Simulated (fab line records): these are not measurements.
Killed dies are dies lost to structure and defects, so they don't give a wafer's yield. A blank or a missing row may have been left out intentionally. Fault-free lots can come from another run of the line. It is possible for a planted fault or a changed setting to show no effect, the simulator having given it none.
fab line records :: flow rit-cmos
[record]
  lots = 14
  wafers = 42
  last-day = 7
route steps=202 shown NWELL@31
lots untouched by any fault: they come from a run of this same line in which no faults occurred
start-h: the number of hours between the record's first day and the start of the first shown wafer of the lot :: wait-h: hours elapsed since this lot's preceding step :: " identical to the entry in the row above :: L1.1+2: one row covering several wafers at once :: - either no value or no given start :: * or withheld: withheld :: < > ~ a bound
route shown NAME@n: NAME is a module with steps in the file, n the number in the route of the first one :: usual: mean/standard deviation taken from wafers without a fault :: same: alike in all rows :: chamber/n: place in a boat :: sites: each site's reading :: _std_site: their standard deviation :: _edge_site: mean of outer sites minus mean of inner sites :: radius-mm: for every site, how far away it sits from the centre of the wafer :: mask NAME#n: copy n :: behind: tool/chamber where the wafer was last shaped :: hold: reason for holding the lot/hours on hold/outcome of the hold :: device: which transistor (n, p or np) failed to switch :: end of line: the same wafers' tests at the end of the route :: for a step that has no rows: nothing shown but its recipe :: killed: dies that structure and defects cost at the first sort, which is not the same as the wafer's yield :: map: dies across one wafer; x = killed, . = not, _ = none there
set.NAME: the run value of the setting; set.NAME@STEP: its run value at that earlier step :: model.NAME: the simulator's own value behind a step, which no gauge read
route steps across a sampled set of lots; one table per step, one row per wafer
services: a tool's chamber out of use, with start hour (start-h, from the record's first day; less than 0 if before it), hours out, and reason
[[steps]]
[step RIT_NWELL_EXPOSE_03]
[recipe]
  mask-id = M2
  na = 0.57
  target-cd-nm = 43900
  dose-mj = 250
[usual]
  exposure-dose-mJ-cm2 = 250.00/0.27
  focus-offset-nm = 0.1/0.46
lot.wafer: L597.1
tool: iline-stepper-01
chamber: 0
start-h: 22.00
wait-h: 0.2
mask: M2#0
exposure-dose-mJ-cm2: 249.93
focus-offset-nm: -0.1

lot.wafer: L597.3
tool: iline-stepper-01
chamber: 0
start-h: 22.00
wait-h: 0.2
mask: M2#0
exposure-dose-mJ-cm2: 249.93
focus-offset-nm: 0.0

lot.wafer: L597.4
tool: iline-stepper-01
chamber: 0
start-h: 22.00
wait-h: 0.2
mask: M2#0
exposure-dose-mJ-cm2: 249.96
focus-offset-nm: -0.2

lot.wafer: L600.1
tool: iline-stepper-01
chamber: 0
start-h: 34.96
wait-h: 0.2
mask: M2#0
exposure-dose-mJ-cm2: 249.88
focus-offset-nm: 0.0

lot.wafer: L600.2
tool: iline-stepper-01
chamber: 0
start-h: 34.96
wait-h: 0.2
mask: M2#0
exposure-dose-mJ-cm2: 249.39
focus-offset-nm: 0.6

lot.wafer: L600.6
tool: iline-stepper-01
chamber: 0
start-h: 34.96
wait-h: 0.2
mask: M2#0
exposure-dose-mJ-cm2: 249.80
focus-offset-nm: 0.8

lot.wafer: L601.2
tool: iline-stepper-01
chamber: 0
start-h: 40.08
wait-h: 0.1
mask: M2#0
exposure-dose-mJ-cm2: 249.95
focus-offset-nm: 0.0

lot.wafer: L601.4
tool: iline-stepper-01
chamber: 0
start-h: 40.08
wait-h: 0.1
mask: M2#0
exposure-dose-mJ-cm2: 249.77
focus-offset-nm: 0.5

lot.wafer: L601.5
tool: iline-stepper-01
chamber: 0
start-h: 40.08
wait-h: 0.1
mask: M2#0
exposure-dose-mJ-cm2: 250.03
focus-offset-nm: 0.4

lot.wafer: L603.1
tool: iline-stepper-01
chamber: -
start-h: 50.92
wait-h: 0.1
mask: M2#0
exposure-dose-mJ-cm2: -
focus-offset-nm: -

lot.wafer: L603.2
tool: iline-stepper-01
chamber: -
start-h: 50.92
wait-h: 0.1
mask: M2#0
exposure-dose-mJ-cm2: -
focus-offset-nm: -

lot.wafer: L603.3
tool: iline-stepper-01
chamber: -
start-h: 50.92
wait-h: 0.1
mask: M2#0
exposure-dose-mJ-cm2: -
focus-offset-nm: -

lot.wafer: L604.1
tool: iline-stepper-01
chamber: -
start-h: 55.83
wait-h: 0.1
mask: M2#0
exposure-dose-mJ-cm2: -
focus-offset-nm: -

lot.wafer: L604.3
tool: iline-stepper-01
chamber: -
start-h: 55.83
wait-h: 0.1
mask: M2#0
exposure-dose-mJ-cm2: -
focus-offset-nm: -

lot.wafer: L604.5
tool: iline-stepper-01
chamber: -
start-h: 55.83
wait-h: 0.1
mask: M2#0
exposure-dose-mJ-cm2: -
focus-offset-nm: -

lot.wafer: L605.1
tool: iline-stepper-02
chamber: 0
start-h: 60.46
wait-h: 0.2
mask: M2#0
exposure-dose-mJ-cm2: 249.98
focus-offset-nm: 0.1

lot.wafer: L605.2
tool: iline-stepper-02
chamber: 0
start-h: 60.46
wait-h: 0.2
mask: M2#0
exposure-dose-mJ-cm2: 250.08
focus-offset-nm: 0.2

lot.wafer: L605.3
tool: iline-stepper-02
chamber: 0
start-h: 60.46
wait-h: 0.2
mask: M2#0
exposure-dose-mJ-cm2: 250.21
focus-offset-nm: 0.5

lot.wafer: L610.2
tool: iline-stepper-01
chamber: 0
start-h: 84.99
wait-h: 0.2
mask: M2#0
exposure-dose-mJ-cm2: 249.87
focus-offset-nm: -0.4

lot.wafer: L610.4
tool: iline-stepper-01
chamber: 0
start-h: 84.99
wait-h: 0.2
mask: M2#0
exposure-dose-mJ-cm2: 250.20
focus-offset-nm: 0.4

lot.wafer: L610.5
tool: iline-stepper-01
chamber: 0
start-h: 84.99
wait-h: 0.2
mask: M2#0
exposure-dose-mJ-cm2: 249.98
focus-offset-nm: 0.5

lot.wafer: L611.1
tool: iline-stepper-02
chamber: 0
start-h: 90.34
wait-h: 0.2
mask: M2#0
exposure-dose-mJ-cm2: 249.95
focus-offset-nm: -0.6

lot.wafer: L611.2
tool: iline-stepper-02
chamber: 0
start-h: 90.34
wait-h: 0.2
mask: M2#0
exposure-dose-mJ-cm2: 250.13
focus-offset-nm: -0.5

lot.wafer: L611.3
tool: iline-stepper-02
chamber: 0
start-h: 90.34
wait-h: 0.2
mask: M2#0
exposure-dose-mJ-cm2: 250.00
focus-offset-nm: 0.2

lot.wafer: L614.1
tool: iline-stepper-01
chamber: 0
start-h: 105.60
wait-h: 0.2
mask: M2#0
exposure-dose-mJ-cm2: 250.29
focus-offset-nm: 0.3

lot.wafer: L614.3
tool: iline-stepper-01
chamber: 0
start-h: 105.60
wait-h: 0.2
mask: M2#0
exposure-dose-mJ-cm2: 250.16
focus-offset-nm: 0.8

lot.wafer: L614.4
tool: iline-stepper-01
chamber: 0
start-h: 105.60
wait-h: 0.2
mask: M2#0
exposure-dose-mJ-cm2: 250.13
focus-offset-nm: 0.7

lot.wafer: L615.1
tool: iline-stepper-02
chamber: 0
start-h: 111.99
wait-h: 0.2
mask: M2#0
exposure-dose-mJ-cm2: 250.52
focus-offset-nm: 0.0

lot.wafer: L615.4
tool: iline-stepper-02
chamber: 0
start-h: 111.99
wait-h: 0.2
mask: M2#0
exposure-dose-mJ-cm2: 250.21
focus-offset-nm: 0.1

lot.wafer: L615.6
tool: iline-stepper-02
chamber: 0
start-h: 111.99
wait-h: 0.2
mask: M2#0
exposure-dose-mJ-cm2: 250.22
focus-offset-nm: -0.4

lot.wafer: L616.2
tool: iline-stepper-02
chamber: 0
start-h: 118.03
wait-h: 0.1
mask: M2#0
exposure-dose-mJ-cm2: 249.96
focus-offset-nm: -0.2

lot.wafer: L616.4
tool: iline-stepper-02
chamber: 0
start-h: 118.03
wait-h: 0.1
mask: M2#0
exposure-dose-mJ-cm2: 250.08
focus-offset-nm: -0.6

lot.wafer: L616.5
tool: iline-stepper-02
chamber: 0
start-h: 118.03
wait-h: 0.1
mask: M2#0
exposure-dose-mJ-cm2: 250.47
focus-offset-nm: -0.1

lot.wafer: L617.1
tool: iline-stepper-02
chamber: 0
start-h: 125.35
wait-h: 0.1
mask: M2#0
exposure-dose-mJ-cm2: 249.64
focus-offset-nm: -0.1

lot.wafer: L617.2
tool: iline-stepper-02
chamber: 0
start-h: 125.35
wait-h: 0.1
mask: M2#0
exposure-dose-mJ-cm2: 250.00
focus-offset-nm: 0.4

lot.wafer: L617.3
tool: iline-stepper-02
chamber: 0
start-h: 125.35
wait-h: 0.1
mask: M2#0
exposure-dose-mJ-cm2: 249.89
focus-offset-nm: -0.2

lot.wafer: L618.2
tool: iline-stepper-01
chamber: 0
start-h: 129.67
wait-h: 0.2
mask: M2#0
exposure-dose-mJ-cm2: 249.83
focus-offset-nm: 0.0

lot.wafer: L618.4
tool: iline-stepper-01
chamber: 0
start-h: 129.67
wait-h: 0.2
mask: M2#0
exposure-dose-mJ-cm2: 249.85
focus-offset-nm: 0.0

lot.wafer: L618.5
tool: iline-stepper-01
chamber: 0
start-h: 129.67
wait-h: 0.2
mask: M2#0
exposure-dose-mJ-cm2: 249.50
focus-offset-nm: 0.0

lot.wafer: L619.3
tool: iline-stepper-01
chamber: 0
start-h: 132.44
wait-h: 0.1
mask: M2#0
exposure-dose-mJ-cm2: 250.21
focus-offset-nm: -0.2

lot.wafer: L619.5
tool: iline-stepper-01
chamber: 0
start-h: 132.44
wait-h: 0.1
mask: M2#0
exposure-dose-mJ-cm2: 250.23
focus-offset-nm: 0.2

lot.wafer: L619.6
tool: iline-stepper-01
chamber: 0
start-h: 132.44
wait-h: 0.1
mask: M2#0
exposure-dose-mJ-cm2: 250.17
focus-offset-nm: -0.4
[[services]]
tool: iline-stepper-01
chamber: -
start-h: 30.54
hours: 1.7
kind: pm

tool: iline-stepper-02
chamber: -
start-h: 63.48
hours: 0.7
kind: repair

tool: iline-stepper-01
chamber: 0
start-h: 96.05
hours: -
kind: calibration

tool: iline-stepper-02
chamber: -
start-h: 108.39
hours: 1.7
kind: pm
[[key]]
[first-sign]
  step = RIT_NWELL_EXPOSE_03
  reading = tool-record
  direction = missing
effect none on later readings
met-at RIT_NWELL_EXPOSE_03
struck-lots L603,L604
sort-left-out L603.1,L603.2,L603.3,L604.1,L604.3,L604.5
tester-left-out L603,L604
onset-between 40.08 50.92
[fault]
  kind = skipped-step-whole
  tool = iline-stepper-01
  chamber = -
  onset-h = 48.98
  steps = RIT_NWELL_EXPOSE_03
  scope = struck-lots-only
// tester-left-out: of these lots the tester's yield and bins aren't shown, on N5 and GAA mostly nor the transistor test; their killed dies are dies lost to structure and defects alone, not to doping, threshold or leakage, so they don't give the yield
// sort-left-out: the simulated sort isn't trusted on such a fault, so these wafers' sort isn't shown, and their yield isn't known
